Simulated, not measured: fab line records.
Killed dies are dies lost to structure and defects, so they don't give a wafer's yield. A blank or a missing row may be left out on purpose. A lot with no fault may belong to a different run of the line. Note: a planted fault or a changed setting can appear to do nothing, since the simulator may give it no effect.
Split-lot experiment || flow rit-cmos || 5 lots, 23 wafers read, on a route of 202 steps

THE SPLIT
At RIT_NRETRO_COAT_01 (resist thk 1300 nm), the setting resist-thk-nm was moved away from the recipe's 1300 nm on 9 of the 23 wafers read, by +2.1% to +4.7%. For the rest of the wafers, this setting stayed at what the recipe calls for.

FROM THE SPLIT TO THE READING: what the file shows between them, 3 steps
- RIT_NRETRO_SOFTBAKE_02: time 60 s
- RIT_NRETRO_EXPOSE_03: exposes mask M4, target cd 43900 nm
- RIT_NRETRO_DEVELOP_05: develop time 68 s

THE READING
NOVOLAK_of_NRETRO_COAT_01.thk-nm (the simulator's own value, which no gauge read), in nm, at RIT_NRETRO_HARDBAKE_07 (time 120 s). No usual value for it is given in the file. Across the 14 wafers here that went through the recipe, the average is 1136 nm and the standard deviation 1.9 nm.

{"wafer": "L076.1", "tool, chamber at the split": "litho-track-02, 0", "resist-thk-nm as run, nm": 1346, "against the recipe": "+3.5%", "NOVOLAK_of_NRETRO_COAT_01.thk-nm, nm": 1179, "against lot-mates on the recipe": "+40"}
{"wafer": "L076.3", "tool, chamber at the split": "litho-track-02, 0", "resist-thk-nm as run, nm": 1346, "against the recipe": "+3.5%", "NOVOLAK_of_NRETRO_COAT_01.thk-nm, nm": 1179, "against lot-mates on the recipe": "+40"}
{"wafer": "L076.4", "tool, chamber at the split": "litho-track-02, 0", "resist-thk-nm as run, nm": 1300, "against the recipe": "recipe", "NOVOLAK_of_NRETRO_COAT_01.thk-nm, nm": 1139, "against lot-mates on the recipe": "-"}
{"wafer": "L076.6", "tool, chamber at the split": "litho-track-02, 0", "resist-thk-nm as run, nm": 1300, "against the recipe": "recipe", "NOVOLAK_of_NRETRO_COAT_01.thk-nm, nm": 1139, "against lot-mates on the recipe": "-"}
{"wafer": "L076.5", "tool, chamber at the split": "litho-track-02, 0", "resist-thk-nm as run, nm": 1346, "against the recipe": "+3.5%", "NOVOLAK_of_NRETRO_COAT_01.thk-nm, nm": 1183, "against lot-mates on the recipe": "+44"}
{"wafer": "L077.1", "tool, chamber at the split": "litho-track-01, 0", "resist-thk-nm as run, nm": 1300, "against the recipe": "recipe", "NOVOLAK_of_NRETRO_COAT_01.thk-nm, nm": 1136, "against lot-mates on the recipe": "-"}
{"wafer": "L077.2", "tool, chamber at the split": "litho-track-01, 0", "resist-thk-nm as run, nm": 1300, "against the recipe": "recipe", "NOVOLAK_of_NRETRO_COAT_01.thk-nm, nm": 1136, "against lot-mates on the recipe": "-"}
{"wafer": "L077.3", "tool, chamber at the split": "litho-track-01, 0", "resist-thk-nm as run, nm": 1300, "against the recipe": "recipe", "NOVOLAK_of_NRETRO_COAT_01.thk-nm, nm": 1135, "against lot-mates on the recipe": "-"}
{"wafer": "L077.5", "tool, chamber at the split": "litho-track-01, 0", "resist-thk-nm as run, nm": 1361, "against the recipe": "+4.7%", "NOVOLAK_of_NRETRO_COAT_01.thk-nm, nm": 1188, "against lot-mates on the recipe": "+52"}
{"wafer": "L077.6", "tool, chamber at the split": "litho-track-01, 0", "resist-thk-nm as run, nm": 1361, "against the recipe": "+4.7%", "NOVOLAK_of_NRETRO_COAT_01.thk-nm, nm": 1190, "against lot-mates on the recipe": "+54"}
{"wafer": "L078.1", "tool, chamber at the split": "litho-track-04, 0", "resist-thk-nm as run, nm": 1300, "against the recipe": "recipe", "NOVOLAK_of_NRETRO_COAT_01.thk-nm, nm": 1138, "against lot-mates on the recipe": "-"}
{"wafer": "L078.3", "tool, chamber at the split": "litho-track-04, 0", "resist-thk-nm as run, nm": 1300, "against the recipe": "recipe", "NOVOLAK_of_NRETRO_COAT_01.thk-nm, nm": 1138, "against lot-mates on the recipe": "-"}
{"wafer": "L078.2", "tool, chamber at the split": "litho-track-04, 0", "resist-thk-nm as run, nm": 1300, "against the recipe": "recipe", "NOVOLAK_of_NRETRO_COAT_01.thk-nm, nm": 1135, "against lot-mates on the recipe": "-"}
{"wafer": "L082.2", "tool, chamber at the split": "litho-track-02, 0", "resist-thk-nm as run, nm": 1327, "against the recipe": "+2.1%", "NOVOLAK_of_NRETRO_COAT_01.thk-nm, nm": 1157, "against lot-mates on the recipe": "+21"}
{"wafer": "L082.3", "tool, chamber at the split": "litho-track-02, 0", "resist-thk-nm as run, nm": 1327, "against the recipe": "+2.1%", "NOVOLAK_of_NRETRO_COAT_01.thk-nm, nm": 1155, "against lot-mates on the recipe": "+19"}
{"wafer": "L082.4", "tool, chamber at the split": "litho-track-02, 0", "resist-thk-nm as run, nm": 1300, "against the recipe": "recipe", "NOVOLAK_of_NRETRO_COAT_01.thk-nm, nm": 1137, "against lot-mates on the recipe": "-"}
{"wafer": "L082.5", "tool, chamber at the split": "litho-track-02, 0", "resist-thk-nm as run, nm": 1300, "against the recipe": "recipe", "NOVOLAK_of_NRETRO_COAT_01.thk-nm, nm": 1133, "against lot-mates on the recipe": "-"}
{"wafer": "L082.6", "tool, chamber at the split": "litho-track-02, 0", "resist-thk-nm as run, nm": 1300, "against the recipe": "recipe", "NOVOLAK_of_NRETRO_COAT_01.thk-nm, nm": 1138, "against lot-mates on the recipe": "-"}
{"wafer": "L084.1", "tool, chamber at the split": "litho-track-04, 0", "resist-thk-nm as run, nm": 1300, "against the recipe": "recipe", "NOVOLAK_of_NRETRO_COAT_01.thk-nm, nm": 1136, "against lot-mates on the recipe": "-"}
{"wafer": "L084.3", "tool, chamber at the split": "litho-track-04, 0", "resist-thk-nm as run, nm": 1300, "against the recipe": "recipe", "NOVOLAK_of_NRETRO_COAT_01.thk-nm, nm": 1133, "against lot-mates on the recipe": "-"}
{"wafer": "L084.4", "tool, chamber at the split": "litho-track-04, 0", "resist-thk-nm as run, nm": 1300, "against the recipe": "recipe", "NOVOLAK_of_NRETRO_COAT_01.thk-nm, nm": 1135, "against lot-mates on the recipe": "-"}
{"wafer": "L084.5", "tool, chamber at the split": "litho-track-04, 0", "resist-thk-nm as run, nm": 1332, "against the recipe": "+2.5%", "NOVOLAK_of_NRETRO_COAT_01.thk-nm, nm": 1164, "against lot-mates on the recipe": "+29"}
{"wafer": "L084.6", "tool, chamber at the split": "litho-track-04, 0", "resist-thk-nm as run, nm": 1332, "against the recipe": "+2.5%", "NOVOLAK_of_NRETRO_COAT_01.thk-nm, nm": 1165, "against lot-mates on the recipe": "+30"}

FIT RESULTS
A straight line over all 23 wafers: NOVOLAK_of_NRETRO_COAT_01.thk-nm changes by +11.6 nm for each +1% of resist-thk-nm; r = +0.99; the points scatter about the line by 2.6 nm.
The same after taking each lot's own level away (the mean of its wafers on the recipe; 23 wafers): +11.5 nm for each +1%; r = +1.00; scatter 1.9 nm.
The reading moves by 54 nm for the largest change in resist-thk-nm, on that fit.
The lots' own levels span 1134.7 to 1139.0 nm, that is 2.3 times the standard deviation above.
Consequently the slope shifts little with the lot-to-lot level, the two slopes agreeing.
Check: for one of the wafers moved furthest among these (+4.7%), held out of the fit, the line's prediction against its lot-mates is +54 nm. It came out at +52.3 nm against them.

THESE WAFERS: OTHER SPLITS
Other splits were also applied to these wafers ahead of the reading. Each is held against what the fit with the lots' levels taken away leaves over:
{"other split on the same wafers": "RIT_ACTIVE_EXPOSE_08 dose-mj", "wafers away from the commonest value": 5, "r with NOVOLAK_of_NRETRO_COAT_01.thk-nm (lot level and that fit taken away)": "+0.02"}
{"other split on the same wafers": "RIT_FOX2_OXIDATION_00 ox-time-s", "wafers away from the commonest value": 10, "r with NOVOLAK_of_NRETRO_COAT_01.thk-nm (lot level and that fit taken away)": -0.19}
{"other split on the same wafers": "RIT_NWELL_IMPLANT_08 energy-kev", "wafers away from the commonest value": 10, "r with NOVOLAK_of_NRETRO_COAT_01.thk-nm (lot level and that fit taken away)": "+0.03"}

THE WHOLE CHAIN: every reading that the file lists as answering this split, in the file's order
{"step": "RIT_NRETRO_COAT_01", "what it does": "resist thk 1300 nm", "reading": "NOVOLAK_of_NRETRO_COAT_01.thk-nm (the simulator's own value, which no gauge read)", "change (the file's fit)": "+13.2 nm for each +1% of the setting", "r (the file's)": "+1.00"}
{"step": "RIT_NRETRO_HARDBAKE_07", "what it does": "time 120 s", "reading": "NOVOLAK_of_NRETRO_COAT_01.thk-nm (the simulator's own value, which no gauge read)", "change (the file's fit)": "+11.4 nm for each +1% of the setting", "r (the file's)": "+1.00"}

FILE'S OWN FIT
NOVOLAK_of_NRETRO_COAT_01.thk-nm changes by +11.4 nm for each +1% of resist-thk-nm, r = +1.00.
